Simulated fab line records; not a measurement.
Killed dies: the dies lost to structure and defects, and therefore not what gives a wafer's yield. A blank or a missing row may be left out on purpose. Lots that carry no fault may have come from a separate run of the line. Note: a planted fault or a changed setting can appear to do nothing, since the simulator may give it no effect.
Which of the tools did it?	flow berkeley-cmos170	45 wafers sampled from 15 lots at 1 step of a route of 331

## WHAT THE GAUGES READ, wafer by wafer
The record holds no reading of a measuring or inspecting step that can be judged against a usual standard deviation.

## WHAT TOOL EACH LOT RAN ON (gives the tool, then ch and the chambers of the sampled wafers, and finally the start)
lot	UCB170_PFIELD_EXPOSE_03
L216	krf-scanner-01 ch 0, day 5 11:32
L214	krf-scanner-02 ch 0, day 5 11:52
L217	krf-scanner-02 ch 0, day 5 18:05
L218	krf-scanner-02 ch 0, day 6 10:11
L219	krf-scanner-01 ch 0, day 6 10:32
L220	krf-scanner-01 ch 0, day 6 16:04
L222	krf-scanner-02 ch 0, day 6 16:27
L225	krf-scanner-02, day 7 14:16
L229	krf-scanner-01, day 8 09:50
L230	krf-scanner-02, day 8 10:04
L231	krf-scanner-01 ch 0, day 8 22:54
L234	krf-scanner-02 ch 0, day 9 10:19
L232	krf-scanner-01 ch 0, day 9 10:33
L233	krf-scanner-02 ch 0, day 9 10:47
L236	krf-scanner-02 ch 0, day 10 04:58
- UCB170_PFIELD_EXPOSE_03: exposes mask PFIELD, target cd 1500 nm.

## AS READ BY THE TOOLS THEMSELVES (means over the sampled wafers that have a number; for cases with no such wafer, the mark the record gives instead)
UCB170_PFIELD_EXPOSE_03. Usual: exposure-dose-mJ-cm2 30.50, standard deviation 0.032; focus-offset-nm -0.1 nm, standard deviation 0.5.
lot	tool	exposure-dose-mJ-cm2	focus-offset-nm (nm)	flag
L216	krf-scanner-01	30.48	-0.0	
L214	krf-scanner-02	30.49	-0.5	
L217	krf-scanner-02	30.50	-0.7	
L218	krf-scanner-02	30.49	0.2	
L219	krf-scanner-01	30.51	-0.1	
L220	krf-scanner-01	30.46	0.4	
L222	krf-scanner-02	30.50	0.4	
L225	krf-scanner-02	-	-	OFF
L229	krf-scanner-01	-	-	OFF
L230	krf-scanner-02	-	-	OFF
L231	krf-scanner-01	30.49	-0.1	
L234	krf-scanner-02	30.52	-0.2	
L232	krf-scanner-01	30.52	-0.4	
L233	krf-scanner-02	30.46	-0.7	
L236	krf-scanner-02	30.50	0.3	

## THE ANSWER, worked out from the rows above alone
Rule: take the mean of a lot's wafers that have a number; if it is more than 3 standard deviations from the usual mean, the lot is off. Also off: a lot with no number at a reading for which 4 or more lots have one. Where the step has rows for the other lots, those lots are counted as sound. After the gauges, taken in route order, come the tools' own readings; for these a lot's mean is taken, as printed above. At the first step where some lot is off, the reading lying furthest off is the one used; lots without a number count as furthest.
Off: L225, L229, L230, at UCB170_PFIELD_EXPOSE_03 (exposure-dose-mJ-cm2). Without a number there: L225, L229, L230.
A tool fits if, at that step or a process step before it, it ran every lot that is off, and no sound lot after the first of them. None of those tried fits.

## WHAT WAS PUT IN BY THE SIMULATOR
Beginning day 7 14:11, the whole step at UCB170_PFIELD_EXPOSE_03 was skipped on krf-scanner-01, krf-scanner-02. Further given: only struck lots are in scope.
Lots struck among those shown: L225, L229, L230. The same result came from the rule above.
